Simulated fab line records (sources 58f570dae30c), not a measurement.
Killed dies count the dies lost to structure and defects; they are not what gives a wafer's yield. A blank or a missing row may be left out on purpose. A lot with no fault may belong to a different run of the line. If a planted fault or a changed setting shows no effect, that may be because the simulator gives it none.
Which tool was responsible? ; flow berkeley cmos170 ; Sampling: 14 lots, 42 wafers, 5 of 331 route steps

== WHAT EACH GAUGE READ, for each wafer ==
UCB170_START_BOW_MEAS_00. Usual: INCOMING_BOW gives 0 um (standard deviation 6.5).
lot;measured;on;INCOMING_BOW (um);flag
L651;day 1 10:00;film metro-04;-4 -4 -12;
L652;day 1 15:00;film metro-04;7 -5 -5;
L653;day 1 20:02;film metro-04;0 2 -2;
L654;day 2 01:00;film metro-02;2 7 -11;
L655;day 2 06:02;film metro-04;3 6 -3;
L658;day 2 21:00;film metro-02;-1 5 -18;
L660;day 3 07:01;film metro-02;-4 -6 -2;
L662;day 3 17:01;film metro-03;0 4 -2;
L663;day 3 22:00;film metro-03;-12 4 2;
L665;day 4 08:00;film metro-03;-7 -2 1;
L668;day 4 23:01;film metro-02;1 5 -3;
L670;day 5 09:00;film metro-04;-3 1 3;
L671;day 5 14:04;film metro-04;17 1 2;
L674;day 6 05:01;film metro-03;7 4 -7;

UCB170_PWELL_TW_MEAS_17. Usual: PWELL_TW gives 378.9 (standard deviation 1.9).
lot;measured;on;PWELL_TW;flag
L651;day 3 18:16;film metro-01;377.5 379.5 379.8;
L652;day 3 18:33;film metro-02;378.4 378.6 378.6;
L653;day 3 18:20;film metro-04;383.2 380.7 380.5;
L654;day 3 18:34;film metro-01;379.6 379.1 378.4;
L655;day 4 06:24;film metro-01;377.7 378.4 378.4;
L658;day 4 20:35;film metro-04;381.6 384.4 383.2;
L660;day 5 08:23;film metro-04;379.5 378.5 379.5;
L662;day 5 21:52;film metro-01;366.0 364.2 366.9;OFF
L663;day 5 21:50;film metro-02;382.0 381.3 378.2;
L665;day 6 04:20;film metro-01;362.5 361.1 361.8;OFF
L668;day 7 02:13;film metro-01;377.8 378.6 379.2;
L670;day 7 17:22;film metro-01;377.8 376.6 377.8;
L671;day 7 17:09;film metro-04;377.0 375.1 374.9;
L674;day 8 08:01;film metro-04;378.9 381.4 380.7;

UCB170_PLDD_OVL_MEAS_07. Usual: PLDD_OVL gives -3 nm (standard deviation 4).
lot;measured;on;PLDD_OVL (nm);flag
L651;day 7 14:19;overlay-01;-2 -2 -9;
L652;day 7 14:13;overlay-02;3 -4 -4;
L653;day 7 14:37;overlay-02;-8 -4 -11;
L654;day 7 14:03;overlay-02;2 1 -3;
L655;day 8 06:28;overlay-02;-11 -8 -13;
L658;day 8 19:50;overlay-02;-9 -7 -8;
L660;day 9 10:26;overlay-01;2 -2 -4;
L662;day 9 21:18;overlay-02;-8 -9 -6;
L663;day 9 10:10;overlay-02;0 -4 -2;
L665;day 9 21:54;overlay-01;3 -3 1;
L668;day 10 20:11;overlay-01;-10 -6 -1;
L670;day 11 12:17;overlay-02;0 -5 -4;
L671;day 11 12:15;overlay-01;-4 -5 2;
L674;day 12 02:40;overlay-02;-4 2 3;

UCB170_NLDD_CD_MEAS_06: target cd 1200 nm. Usual: 1199.9 nm for cd nm, sd 1.6.
lot;measured;on;cd nm (nm);flag
L651;day 7 16:11;cd sem-01;1202.3 1203.1 1204.1;
L652;day 7 15:56;cd sem-02;1196.3 1197.8 1196.4;
L653;day 7 16:28;cd sem-02;1198.5 1198.5 1197.5;
L654;day 7 15:45;cd sem-01;1200.6 1201.2 1201.5;
L655;day 8 08:13;cd sem-02;1199.8 1199.3 1200.8;
L658;day 8 21:48;cd sem-01;1198.7 1197.9 1199.0;
L660;day 9 12:11;cd sem-02;1200.2 1199.2 1198.4;
L662;day 10 00:42;cd sem-02;1198.9 1198.8 1200.2;
L663;day 9 11:55;cd sem-01;1202.2 1201.9 1202.0;
L665;day 10 00:42;cd sem-01;1197.4 1196.4 1197.7;
L668;day 10 22:32;cd sem-02;1199.5 1199.9 1199.6;
L670;day 11 13:59;cd sem-01;1198.6 1198.2 1199.6;
L671;day 11 13:48;cd sem-02;1198.8 1199.6 1199.8;
L674;day 12 04:35;cd sem-02;1200.3 1200.4 1198.6;

== WHAT TOOL EACH LOT RAN ON (gives the tool, then ch and the chambers of the sampled wafers, and finally the start) ==
lot;UCB170_PWELL_IMPLANT_15
L651;implanter-04 ch 0, day 3 18:01
L652;implanter-01 ch 0, day 3 18:18
L653;implanter-03 ch 0, day 3 18:07
L654;implanter-04 ch 0, day 3 18:19
L655;implanter-01 ch 0, day 4 06:11
L658;implanter-03 ch 0, day 4 20:20
L660;implanter-03 ch 0, day 5 08:08
L662;implanter-03 ch 0, day 5 21:38
L663;implanter-04 ch 0, day 5 21:35
L665;implanter-03 ch 0, day 6 04:05
L668;implanter-04 ch 0, day 7 01:59
L670;implanter-04 ch 0, day 7 17:07
L671;implanter-04 ch 0, day 7 16:57
L674;implanter-04 ch 0, day 8 07:47
- UCB170_PWELL_IMPLANT_15

== AS READ BY THE TOOLS THEMSELVES (means over the sampled wafers that have a number; for cases with no such wafer, the mark the record gives instead) ==
UCB170_PWELL_IMPLANT_15. Usual: dose ions cm2 4.999e+12, standard deviation 5.4e+09; faraday current uA 15.8, standard deviation 0.32; tilt deg 7.001 degrees, standard deviation 0.021.
lot;tool;dose ions cm2;faraday current uA;tilt deg (degrees);flag
L651;implanter-04;4.998e+12;15.7;7.013;
L652;implanter-01;5.002e+12;15.7;7.027;
L653;implanter-03;4.993e+12;15.7;7.022;
L654;implanter-04;4.996e+12;15.8;6.998;
L655;implanter-01;5.003e+12;15.8;7.004;
L658;implanter-03;5.001e+12;16.3;7.008;
L660;implanter-03;4.998e+12;16.1;6.993;
L662;implanter-03;4.393e+12;14.1;6.998;OFF
L663;implanter-04;4.996e+12;15.9;7.030;
L665;implanter-03;4.402e+12;13.6;6.995;OFF
L668;implanter-04;5.001e+12;15.7;7.003;
L670;implanter-04;4.996e+12;15.8;6.979;
L671;implanter-04;4.996e+12;15.7;7.011;
L674;implanter-04;5.001e+12;15.8;7.010;

== THE ANSWER, worked out from the rows above alone ==
Rule: a lot counts as off when the mean over its wafers that have a number is more than 3 standard deviations away from the usual mean. A lot without any number at a reading at which 4 lots or more have one is off too. The other lots that the step has rows for count as sound. Order of review: gauges by route order, followed by the tools' own readings, for which a lot's mean as printed above is used. At the first step where some lot is off, the reading lying furthest off is the one used; lots without a number count as furthest.
Off: L662, L665, seen at UCB170_PWELL_TW_MEAS_17 (PWELL_TW).
A tool fits if, at a process step before that reading, it ran every lot that is off, and no sound lot after the first of them. Not tried: the gauges at UCB170_PWELL_TW_MEAS_17; whatever is off there is also off at UCB170_PWELL_IMPLANT_15, on other tools, and gauge error can't account for it. One fits: implanter-03 at UCB170_PWELL_IMPLANT_15. A fault onset in the window from L660 (day 5 08:08, its last sound lot) to L662 (day 5 21:38, its first lot off) fits.
The tool's own readings at UCB170_PWELL_IMPLANT_15 bear it out: on the lots that are off they differ by more than 5 times the standard deviation of the sound lots' means. dose ions cm2 reads 4.398e+12 there against 4.998e+12 on the sound lots; faraday current uA reads 13.8 there against 15.8 on the sound lots.

== WHAT WAS PUT IN BY THE SIMULATOR ==
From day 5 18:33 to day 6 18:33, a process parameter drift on implanter-03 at UCB170_PWELL_IMPLANT_15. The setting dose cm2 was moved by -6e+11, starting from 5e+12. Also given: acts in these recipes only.
Shown lots that were struck: L662, L665. Same finding as the rule above.
